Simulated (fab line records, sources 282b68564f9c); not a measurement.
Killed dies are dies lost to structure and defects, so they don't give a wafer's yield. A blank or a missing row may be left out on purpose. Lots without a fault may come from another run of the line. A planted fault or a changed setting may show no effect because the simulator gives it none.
fab line records | flow rit_cmos
record lots=6 wafers=18 last_day=7
route steps=202 shown ACTIVE@1 FOX1@20 FOX2@23 M1@202
lots that met no fault: from a run of the same line without faults
start_h: hours from the record's first day to the start of the lot's first wafer shown | wait_h: hours since the lot's step before | " the same as in the row above | L1.1+2: a row that stands for several wafers | - no value, or no start given | * or withheld: withheld | < > ~ a bound
route shown NAME@n: a module of which the file shows steps, and the number in the route of the first | usual: mean/standard deviation of fault-free wafers | same: alike in all rows | chamber/n: place in a boat | sites: the reading at each site | _std_site: their standard deviation | _edge_site: outer sites' mean less inner sites' | radius_mm: how far each site lies from the wafer's centre | mask NAME#n: copy n | behind: the tool/chamber that last shaped the wafer | hold: why the lot was held/for how many hours/how that ended | device: the transistor (n, p or np) that didn't switch | end of line: the same wafers' tests at the end of the route | a step without rows: its recipe alone | killed: dies lost to structure and defects at the first sort, not the wafer's yield | map: a wafer's dies, x killed, . not, _ none there
set.NAME: the setting as run; set.NAME@STEP: as run at that earlier step | model.NAME: the simulator's own value behind a step, which no gauge read
lots at some steps of the route; a table a step, a row a wafer
services: from which hour (start_h, from the record's first day; less than 0 if before it) a tool's chamber was out of use, for how many hours, and why
## steps
# step RIT_ACTIVE_BOW_MEAS_00
# recipe mode=bow
# usual INCOMING_BOW=1/6.3
# columns lot.wafer tool chamber start_h wait_h INCOMING_BOW[um]
L480.2 film_metro-04 - 10.02 - 0
L480.3 " - " " 7
L480.5 " - " " -6
L484.1 film_metro-04 - 30.00 - -2
L484.2 " - " " 7
L484.5 " - " " -5
L488.1 film_metro-02 - 50.00 - 1
L488.5 " - " " 10
L488.6 " - " " 0
L496.2 film_metro-03 - 90.02 - 6
L496.5 " - " " 1
L496.6 " - " " 6
L497.1 film_metro-04 - 95.00 - 2
L497.4 " - " " 12
L497.5 " - " " 3
L500.3 film_metro-03 - 110.04 - -1
L500.5 " - " " 10
L500.6 " - " " -4
# step RIT_ACTIVE_OXIDATION_01
# recipe temp_c=1000 ambient=O2 target_thk_a=468 ox_time_s=3360
# usual spike_tc_centre_C=1002.5/0.96 spike_tc_load_C=1027.6/1.5 spike_tc_source_C=1027.2/2 tube_center_temp_C=1000/0.097 tube_center_temp_C_max=1002.6/0.39
# columns lot.wafer tool chamber start_h wait_h spike_tc_centre_C spike_tc_load_C spike_tc_source_C tube_center_temp_C tube_center_temp_C_max model.SiO2_of_ACTIVE_OXIDATION_01.thk_nm
L480.2 furnace-01 0 10.51 0.5 1001.6 1028.6 1026.4 999.95 1002.8 46.85
L480.3 " 0 " " 1002.1 1029.3 1025.2 999.92 1002.7 47.61
L480.5 " 0 " " 1001.6 1029.9 1025.7 999.95 1003.0 47.49
L484.1 furnace-04 0 31.06 1.0 1003.1 1027.2 1028.4 999.97 1002.4 48.78
L484.2 " 0 " " 1001.5 1027.5 1031.0 1000 1002.6 47.74
L484.5 " 0 " " 1003.2 1027.5 1029.2 1000.1 1003.1 47.4
L488.1 furnace-03 0 50.51 0.5 1001.5 1025.4 1025.8 1000.1 1002.3 47.47
L488.5 " 0 " " 1002.8 1026.5 1026.9 999.82 1002.2 47.81
L488.6 " 0 " " 1003.4 1025.7 1026.0 1000.2 1002.8 47.29
L496.2 furnace-01 0 90.44 0.4 1002.7 1028.6 1025.5 1000.2 1002.3 47.13
L496.5 " 0 " " 1002.7 1029.5 1027.1 1000.1 1002.7 47.53
L496.6 " 0 " " 1002.9 1028.7 1024.6 999.99 1002.5 47.43
L497.1 furnace-03 0 95.75 0.7 978.2 1002.2 1002.6 975.81 977.8 37.04
L497.4 " 0 " " 980.9 1001.3 1002.6 975.83 978.6 37.6
L497.5 " 0 " " 978.9 1002.6 1003.0 975.94 979.0 37.65
L500.3 furnace-03 0 111.41 1.4 979.6 1001.4 1001.8 975.92 978.9 37.23
L500.5 " 0 " " 979.6 1002.2 1001.0 975.93 977.7 37.2
L500.6 " 0 " " 979.7 1000.4 1001.8 975.84 979.0 36.45
# step RIT_ACTIVE_THK_MEAS_02
# recipe reads=SiO2_of_ACTIVE_OXIDATION_01
# usual ACTIVE_OXIDE_THK=47.1/0.88
# columns lot.wafer tool chamber start_h wait_h ACTIVE_OXIDE_THK[nm]
L480.2 film_metro-03 - 12.45 0.0 46.8
L480.3 " - " " 47.6
L480.5 " - " " 47.5
L484.1 film_metro-02 - 32.99 0.0 48.8
L484.2 " - " " 47.8
L484.5 " - " " 47.4
L488.1 film_metro-03 - 52.44 0.0 47.5
L488.5 " - " " 47.8
L488.6 " - " " 47.3
L496.2 film_metro-02 - 92.38 0.0 47.2
L496.5 " - " " 47.5
L496.6 " - " " 47.4
L497.1 film_metro-03 - 97.68 0.0 37.1
L497.4 " - " " 37.6
L497.5 " - " " 37.7
L500.3 film_metro-02 - 113.37 0.0 37.2
L500.5 " - " " 37.2
L500.6 " - " " 36.5
# step RIT_ACTIVE_CVD_03
# recipe material=Si3N4 target_thk_nm=150 temp_c=810 precursor=SiH2Cl2/NH3 time_s=1500 pressure_mtorr=300 sih2cl2_flow_sccm=60 nh3_flow_sccm=150
# step RIT_ACTIVE_THK_MEAS_04
# recipe reads=Si3N4_of_ACTIVE_CVD_03
# usual ACTIVE_NITRIDE_THK=149.9/1.4
# columns lot.wafer tool chamber start_h wait_h ACTIVE_NITRIDE_THK[nm]
L480.2 film_metro-04 - 14.69 0.0 147.8
L480.3 " - " " 147.9
L480.5 " - " " 147.7
L484.1 film_metro-02 - 34.47 0.0 151.3
L484.2 " - " " 150.0
L484.5 " - " " 150.0
L488.1 film_metro-04 - 53.92 0.0 149.5
L488.5 " - " " 151.2
L488.6 " - " " 151.4
L496.2 film_metro-02 - 94.02 0.0 150.8
L496.5 " - " " 150.6
L496.6 " - " " 149.5
L497.1 film_metro-04 - 99.16 0.0 153.8
L497.4 " - " " 153.1
L497.5 " - " " 153.8
L500.3 film_metro-03 - 114.84 0.0 151.2
L500.5 " - " " 150.5
L500.6 " - " " 151.2
# step RIT_ACTIVE_HMDS_05
# recipe prime_time_s=60 prime_temp_c=140
# step RIT_ACTIVE_COAT_06
# recipe resist=NOVOLAK spin_rpm=3250 resist_thk_nm=1000
# step RIT_ACTIVE_SOFTBAKE_07
# recipe resist=NOVOLAK temp_c=90 time_s=60
# step RIT_ACTIVE_EXPOSE_08
# recipe mask_id=M1 na=0.6 source_shape=conventional sigma_outer=0.6 target_cd_nm=1400 dose_mj=225
# step RIT_ACTIVE_PEB_09
# recipe resist=NOVOLAK temp_c=withheld time_s=withheld
# step RIT_ACTIVE_DEVELOP_10
# recipe resist=NOVOLAK develop_time_s=50 dev_temp_c=23
# step RIT_ACTIVE_CD_MEAS_11
# recipe target_cd_nm=1400
# usual cd_nm=1400.2/2.4
# columns lot.wafer tool chamber start_h wait_h cd_nm
L480.2 cd_sem-02 - 15.74 - 1399.4
L480.3 " - " " 1399.3
L480.5 " - " " 1398.4
L484.1 cd_sem-01 - 35.51 - 1395.2
L484.2 " - " " 1397.0
L484.5 " - " " 1397.6
L488.1 cd_sem-02 - 54.95 - 1401.9
L488.5 " - " " 1400.6
L488.6 " - " " 1402.4
L496.2 cd_sem-01 - 94.94 - 1400.5
L496.5 " - " " 1400.3
L496.6 " - " " 1402.3
L497.1 cd_sem-01 - 100.20 - 1401.8
L497.4 " - " " 1401.4
L497.5 " - " " 1403.0
L500.3 cd_sem-02 - 115.77 - 1396.6
L500.5 " - " " 1397.9
L500.6 " - " " 1398.5
# step RIT_ACTIVE_HARDBAKE_12
# recipe resist=NOVOLAK temp_c=140 time_s=60
# step RIT_ACTIVE_ETCH_13
# recipe stop_on=SiO2 chemistry=SF6 target=Si3N4 time_s=210 over_etch_frac=0.4 SF6_flow_sccm=200 pressure_mtorr=260 rf_w=125 target_depth_a=2100
# usual drypump_motor_current_A=5.5/0.43 oes_product_au=0.825/0.011 throttle_valve_pct=7.45/0.12
# same over_etch_frac=0.4
# columns lot.wafer tool chamber start_h wait_h drypump_motor_current_A oes_product_au rf_hours_counter_h throttle_valve_pct
L480.2 rie_diel-02 0 15.99 0.1 5.0 0.814 15 7.33
L480.3 " 1 " " 5.5 0.814 90 7.37
L480.5 " 2 " " 5.5 0.835 - 7.25
L484.1 rie_diel-02 1 35.78 0.1 5.5 0.815 91 7.37
L484.2 " 0 " " 5.0 0.824 16 7.34
L484.5 " 3 " " 5.8 0.829 - 7.57
L488.1 rie_diel-04 2 55.22 0.1 6.4 0.822 7 7.62
L488.5 " 1 " " 5.5 0.804 - 7.43
L488.6 " 0 " " 4.9 0.831 - 7.43
L496.2 rie_diel-04 2 95.23 0.1 6.4 0.824 8 7.64
L496.5 " 0 " " 4.9 0.833 - 7.44
L496.6 " 2 " " 6.4 0.826 - 7.64
L497.1 rie_diel-02 3 100.47 0.1 5.8 0.841 75 7.58
L497.4 " 1 " " 5.4 0.822 92 7.39
L497.5 " 3 " " 5.8 0.844 - 7.57
L500.3 rie_diel-04 3 116.07 0.1 5.6 0.838 - 7.48
L500.5 " 0 " " 4.9 0.826 - 7.43
L500.6 " 3 " " 5.6 0.843 - 7.47
# step RIT_ACTIVE_STRIP_14
# recipe chemistry=O2 time_s=180 resist=NOVOLAK platen_temp_c=withheld power_w=500 pressure_mtorr=4000 o2_flow_sccm=4000
# usual drypump_motor_current_A=5.6/0.35
# columns lot.wafer tool chamber start_h wait_h drypump_motor_current_A rf_hours_counter_h
L480.2 plasma_asher-03 1 16.12 0.1 5.5 37
L480.3 " 1 " " 5.5 -
L480.5 " 1 " " 5.5 -
L484.1 plasma_asher-02 1 35.91 0.1 6.0 40
L484.2 " 0 " " 5.0 40
L484.5 " 0 " " 5.0 -
L488.1 plasma_asher-02 1 55.36 0.1 6.0 42
L488.5 " 1 " " 6.0 -
L488.6 " 0 " " 5.0 -
L496.2 plasma_asher-03 0 95.36 0.1 5.7 45
L496.5 " 1 " " 5.5 -
L496.6 " 0 " " 5.7 -
L497.1 plasma_asher-03 1 100.60 0.1 5.5 45
L497.4 " 0 " " 5.7 -
L497.5 " 0 " " 5.7 -
L500.3 plasma_asher-04 0 116.26 0.1 5.5 -
L500.5 " 1 " " 6.0 -
L500.6 " 0 " " 5.5 -
# step RIT_ACTIVE_CD_MEAS_90
# recipe target_cd_nm=1400
# usual cd_nm=1400.3/2.4
# columns lot.wafer tool chamber start_h wait_h cd_nm
L480.2 cd_sem-02 - 16.31 0.1 1398.8
L480.3 " - " " 1399.4
L480.5 " - " " 1398.5
L484.1 cd_sem-01 - 36.08 0.1 1395.2
L484.2 " - " " 1396.6
L484.5 " - " " 1397.6
L488.1 cd_sem-01 - 55.53 0.1 1401.6
L488.5 " - " " 1399.4
L488.6 " - " " 1402.6
L496.2 cd_sem-01 - 95.56 0.1 1400.8
L496.5 " - " " 1400.8
L496.6 " - " " 1402.3
L497.1 cd_sem-01 - 100.77 0.1 1401.8
L497.4 " - " " 1401.8
L497.5 " - " " 1403.1
L500.3 cd_sem-02 - 116.42 0.1 1396.5
L500.5 " - " " 1398.4
L500.6 " - " " 1397.7
# step RIT_ACTIVE_CLEAN_15
# recipe chemistry=SC1 mix=3:3:50 time_s=600 temp_c=75
# step RIT_ACTIVE_CLEAN_16
# recipe chemistry=dHF dilution=50:1 time_s=30
# step RIT_ACTIVE_CLEAN_17
# recipe chemistry=SC2 mix=3:3:50 time_s=600 temp_c=75 dry=n2_spin
# step RIT_FOX1_OXIDATION_00
# recipe temp_c=1100 ambient=H2O target_thk_a=3507 p_h2o_torr=720 ox_time_s=1130
# step RIT_FOX1_THK_MEAS_01
# recipe reads=SiO2_of_FOX1_OXIDATION_00
# usual FOX1_OXIDE_THK=354/8.1
# columns lot.wafer tool chamber start_h wait_h FOX1_OXIDE_THK[nm]
L480.2 film_metro-04 - 18.38 0.0 372
L480.3 " - " " 369
L480.5 " - " " 368
L484.1 film_metro-04 - 38.52 0.0 359
L484.2 " - " " 359
L484.5 " - " " 360
L488.1 film_metro-01 - 58.56 0.0 341
L488.5 " - " " 350
L488.6 " - " " 352
L496.2 film_metro-01 - 99.26 0.0 344
L496.5 " - " " 343
L496.6 " - " " 350
L497.1 film_metro-04 - 103.73 0.0 350
L497.4 " - " " 348
L497.5 " - " " 350
L500.3 film_metro-01 - 119.05 0.0 360
L500.5 " - " " 366
L500.6 " - " " 358
# step RIT_FOX1_WET_ETCH_02
# recipe chemistry=BOE target_depth_nm=350 time_s=390 temp_c=21.5 dry=n2_spin dilution=10:1 target=SiO2
# step RIT_FOX2_OXIDATION_00
# recipe temp_c=1100 ambient=H2O target_thk_a=3507 p_h2o_torr=720 ox_time_s=1130
# step RIT_FOX2_THK_MEAS_01
# recipe reads=SiO2_of_FOX2_OXIDATION_00
# usual FOX2_OXIDE_THK=353/5.3
# columns lot.wafer tool chamber start_h wait_h FOX2_OXIDE_THK[nm]
L480.2 film_metro-01 - 20.94 0.0 348
L480.3 " - " " 355
L480.5 " - " " 352
L484.1 film_metro-01 - 40.14 0.0 357
L484.2 " - " " 359
L484.5 " - " " 351
L488.1 film_metro-03 - 61.49 0.0 346
L488.5 " - " " 352
L488.6 " - " " 348
L496.2 film_metro-02 - 101.87 0.0 341
L496.5 " - " " 350
L496.6 " - " " 343
L497.1 film_metro-01 - 105.65 0.0 358
L497.4 " - " " 366
L497.5 " - " " 363
L500.3 film_metro-03 - 120.56 0.0 353
L500.5 " - " " 357
L500.6 " - " " 352
# step RIT_FOX2_CLEAN_02
# recipe chemistry=dHF dilution=50:1 time_s=180
# step RIT_FOX2_WET_ETCH_03
# recipe chemistry=H3PO4 target=Si3N4 target_depth_nm=195 temp_c=165 time_s=2700
# columns lot.wafer tool chamber start_h wait_h model.SiO2_of_ACTIVE_OXIDATION_01.thk_nm
L480.2 wet_bench-01 2 21.05 0.0 40.5
L480.3 " 2 " " 41.21
L480.5 " 2 " " 42.46
L484.1 wet_bench-01 2 40.26 0.0 42.15
L484.2 " 2 " " 41.22
L484.5 " 2 " " 42.3
L488.1 wet_bench-02 1 61.61 0.0 42.31
L488.5 " 1 " " 40.17
L488.6 " 1 " " 42.12
L496.2 wet_bench-03 1 101.98 0.0 41.81
L496.5 " 1 " " 42.16
L496.6 " 1 " " 42.05
L497.1 wet_bench-03 0 105.76 0.0 32.79
L497.4 " 0 " " 31.94
L497.5 " 0 " " 33.34
L500.3 wet_bench-02 2 120.66 0.0 33.22
L500.5 " 2 " " 33.18
L500.6 " 2 " " 32.52
# step RIT_FOX2_THK_MEAS_90
# recipe reads=SiO2_of_FOX2_OXIDATION_00
# usual FIELD_OXIDE_LEFT_1_THK=326/5.3
# columns lot.wafer tool chamber start_h wait_h FIELD_OXIDE_LEFT_1_THK[nm]
L480.2 film_metro-01 - 21.82 0.0 321
L480.3 " - " " 327
L480.5 " - " " 326
L484.1 film_metro-02 - 41.01 0.0 330
L484.2 " - " " 332
L484.5 " - " " 324
L488.1 film_metro-01 - 62.44 0.0 319
L488.5 " - " " 326
L488.6 " - " " 321
L496.2 film_metro-01 - 102.82 0.0 314
L496.5 " - " " 323
L496.6 " - " " 316
L497.1 film_metro-01 - 106.52 0.0 331
L497.4 " - " " 339
L497.5 " - " " 335
L500.3 film_metro-01 - 121.58 0.0 325
L500.5 " - " " 330
L500.6 " - " " 325
# step RIT_M1_PROBE_99
# usual killed_at_M0_to_M3=0.0/0.12 killed_at_contacts=0.1/0.34 killed_at_front_end=7.0/2.9 killed_dies=7.2/2.9 killed_open=3.6/1.9 killed_short=3.5/2.1
# same gross_dies=264 killed_at_M4_up=0 killed_at_back_side=0 killed_at_other=0
# columns lot.wafer tool chamber start_h wait_h killed_at_M0_to_M3 killed_at_contacts killed_at_front_end killed_dies killed_open killed_short model.etest.nldd.width_nm model.etest.pldd.width_nm model.etest.pplus_sal.width_nm model.etest.nplus_sal.width_nm model.etest.nmos_narrow.drive_ua_um model.etest.pmos_narrow.drive_ua_um model.etest.cap_n_gate.c_min_ff_um2
L480.2 prober-02 - 60.82 0.1 0 0 7 7 3 4 3131 3137 3426 3410 214.4 94.51 2.353
L480.3 prober-02 - 60.87 0.2 0 0 5 5 2 3 3129 3140 3423 3433 213 93.81 2.354
L480.5 prober-02 - 60.97 0.2 0 0 8 8 3 5 3154 3132 3444 3427 220 97.11 2.375
L484.1 prober-01 - 81.88 0.1 0 0 4 4 2 2 3143 3141 3424 3415 211.6 94.85 2.384
L484.2 prober-01 - 81.93 0.1 0 0 5 5 3 2 3145 3145 3415 3413 213.7 98.98 2.376
L484.5 prober-01 - 82.08 0.2 0 0 12 12 6 6 3169 3179 3452 3449 221.3 100.9 2.389
L488.1 prober-01 - 103.65 0.1 1 0 9 10 4 6 3200 3202 3470 3454 229.4 100.6 2.329
L488.5 prober-01 - 103.85 0.2 0 0 5 5 4 1 3171 3174 3451 3448 227.3 99.55 2.346
L488.6 prober-01 - 103.90 0.2 0 0 8 8 2 6 3183 3205 3449 3439 234.1 101.8 2.343
L496.2 prober-01 - 141.68 0.1 0 0 7 7 0 7 3191 3190 3453 3439 226.6 102.5 2.36
L496.5 prober-01 - 141.83 0.2 0 0 6 6 4 2 3156 3171 3472 3464 218.5 99.06 2.382
L496.6 prober-01 - 141.88 0.2 0 1 6 7 5 2 3185 3164 3443 3426 225.6 102.2 2.375
L497.1 prober-02 - 146.55 0.1 0 0 11 11 3 8 3244 3257 3477 3487 241 107.2 2.319
L497.4 prober-02 - 146.70 0.2 0 0 7 7 5 2 3268 3241 3503 3513 239.5 107.8 2.311
L497.5 prober-02 - 146.75 0.2 0 0 11 11 7 4 3248 3239 3504 3492 237.1 105.9 2.315
L500.3 prober-01 - 162.26 0.2 0 0 5 5 2 3 3256 3244 3480 3477 260.3 115.5 2.355
L500.5 prober-01 - 162.36 0.2 0 1 4 5 2 3 3235 3238 3487 3472 252.1 111.2 2.351
L500.6 prober-01 - 162.41 0.2 0 0 7 7 4 3 3264 3249 3528 3508 261.9 115.4 2.373
# killed by level:class
L480.2 GATE:geometric_particle:short=2 GATE:geometric_particle:open=2 FOX2:geometric_particle:short=1 SPACER:geometric_particle:open=1 SILICIDE:geometric_particle:short=1
L480.3 GATE:geometric_particle:short=2 FOX2:geometric_particle:short=1 FOX2:geometric_particle:open=1 GATE:geometric_particle:open=1
L480.5 GATE:geometric_particle:short=2 GATE:geometric_particle:open=2 FOX1:geometric_particle:short=1 FOX2:geometric_particle:short=1 REOX:geometric_particle:short=1 SPACER:geometric_particle:open=1
L484.1 REOX:geometric_particle:short=2 REOX:geometric_particle:open=2
L484.2 FOX1:geometric_particle:short=2 GATE:geometric_particle:open=1 REOX:geometric_particle:open=1 SILICIDE:geometric_particle:open=1
L484.5 GATE:geometric_particle:open=5 GATE:geometric_particle:short=3 REOX:geometric_particle:short=2 SILICIDE:geometric_particle:open=1 SILICIDE:geometric_particle:short=1
L488.1 GATE:geometric_particle:open=2 GATE:geometric_particle:short=2 SILICIDE:geometric_particle:short=2 REOX:geometric_particle:open=1 SPACER:geometric_particle:short=1 SILICIDE:geometric_particle:open=1 M1:geometric_particle:short=1
L488.5 GATE:geometric_particle:open=3 FOX2:geometric_particle:short=1 SPACER:geometric_particle:open=1
L488.6 GATE:geometric_particle:short=3 SPACER:geometric_particle:short=2 SILICIDE:geometric_particle:open=2 FOX1:geometric_particle:short=1
L496.2 GATE:geometric_particle:short=4 FOX2:geometric_particle:short=2 REOX:geometric_particle:short=1
L496.5 GATE:geometric_particle:open=2 GATE:geometric_particle:short=2 REOX:geometric_particle:open=1 SPACER:geometric_particle:open=1
L496.6 GATE:geometric_particle:open=3 FOX1:geometric_particle:open=1 SPACER:geometric_particle:short=1 FOX2:geometric_particle:open=1 CONTACT:geometric_particle:short=1
L497.1 GATE:geometric_particle:short=4 FOX2:geometric_particle:short=2 GATE:geometric_particle:open=2 FOX1:geometric_particle:open=1 SPACER:geometric_particle:short=1 SILICIDE:geometric_particle:short=1
L497.4 GATE:geometric_particle:short=2 SPACER:geometric_particle:open=2 ACTIVE:geometric_particle:open=1 GATE:geometric_particle:open=1 REOX:geometric_particle:open=1
L497.5 GATE:geometric_particle:open=3 FOX1:geometric_particle:short=2 SILICIDE:geometric_particle:open=2 SILICIDE:geometric_particle:short=1 REOX:geometric_particle:open=1 SPACER:geometric_particle:short=1 SPACER:geometric_particle:open=1
L500.3 REOX:geometric_particle:open=2 FOX2:geometric_particle:short=1 SPACER:geometric_particle:short=1 SILICIDE:geometric_particle:short=1
L500.5 GATE:geometric_particle:short=1 REOX:geometric_particle:open=1 SPACER:geometric_particle:open=1 SILICIDE:geometric_particle:short=1 CONTACT:geometric_particle:short=1
L500.6 GATE:geometric_particle:short=2 GATE:geometric_particle:open=2 FOX1:geometric_particle:open=1 SPACER:geometric_particle:short=1 SPACER:geometric_particle:open=1
## services
# columns tool chamber start_h hours kind
furnace-01 - -10.19 3.5 pm
plasma_asher-02 - 6.37 3.7 repair
plasma_asher-03 - 9.49 0.8 repair
furnace-01 - 27.54 3.7 pm
furnace-04 - 35.81 3.0 pm
wet_bench-03 - 45.70 20.3 repair
rie_diel-04 3 66.91 12.5 repair
rie_diel-04 1 79.32 44.8 repair
rie_diel-04 2 97.60 22.4 repair
rie_diel-04 - 98.91 14.5 repair
rie_diel-02 1 107.81 3.7 repair
plasma_asher-03 - 107.97 28.1 pm
plasma_asher-02 - 108.75 9.0 pm
plasma_asher-02 0 108.75 9.0 vent_cycle
plasma_asher-02 1 108.75 9.0 vent_cycle
plasma_asher-02 0 117.75 - clean
plasma_asher-02 1 117.75 - clean
rie_diel-02 0 118.75 17.0 repair
## key
first_sign step=RIT_ACTIVE_OXIDATION_01 reading=tube_center_temp_C direction=down sigmas=99+ usual=* struck=*
effect step=RIT_ACTIVE_OXIDATION_01 reading=tube_center_temp_C_max direction=down sigmas=62 usual=* struck=*
effect step=RIT_ACTIVE_THK_MEAS_02 reading=ACTIVE_OXIDE_THK direction=down sigmas=11 usual=47.1 struck=37.2
model_effect step=RIT_ACTIVE_OXIDATION_01 value=SiO2_of_ACTIVE_OXIDATION_01.thk_nm without=46.61 struck=37.2
model_effect step=RIT_FOX2_WET_ETCH_03 value=SiO2_of_ACTIVE_OXIDATION_01.thk_nm without=41.2 struck=32.83
model_effect step=RIT_M1_PROBE_99 value=etest.nldd.width_nm without=3162 struck=3252
met_at RIT_ACTIVE_OXIDATION_01
struck_wafers L497.1,L497.4,L497.5,L500.3,L500.5,L500.6
tester_left_out L497,L500
onset_between 50.51 95.75
fault kind=process_parameter_drift tool=furnace-03 chamber=- onset_h=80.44 steps=RIT_ACTIVE_OXIDATION_01 channel=temp_c offset=* shape=step end_h=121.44 acts_in=* stated=*
# tester_left_out: of these lots the tester's yield and bins aren't shown, on N5 and GAA mostly nor the transistor test; their killed dies are dies lost to structure and defects alone, not to doping, threshold or leakage, so they don't give the yield
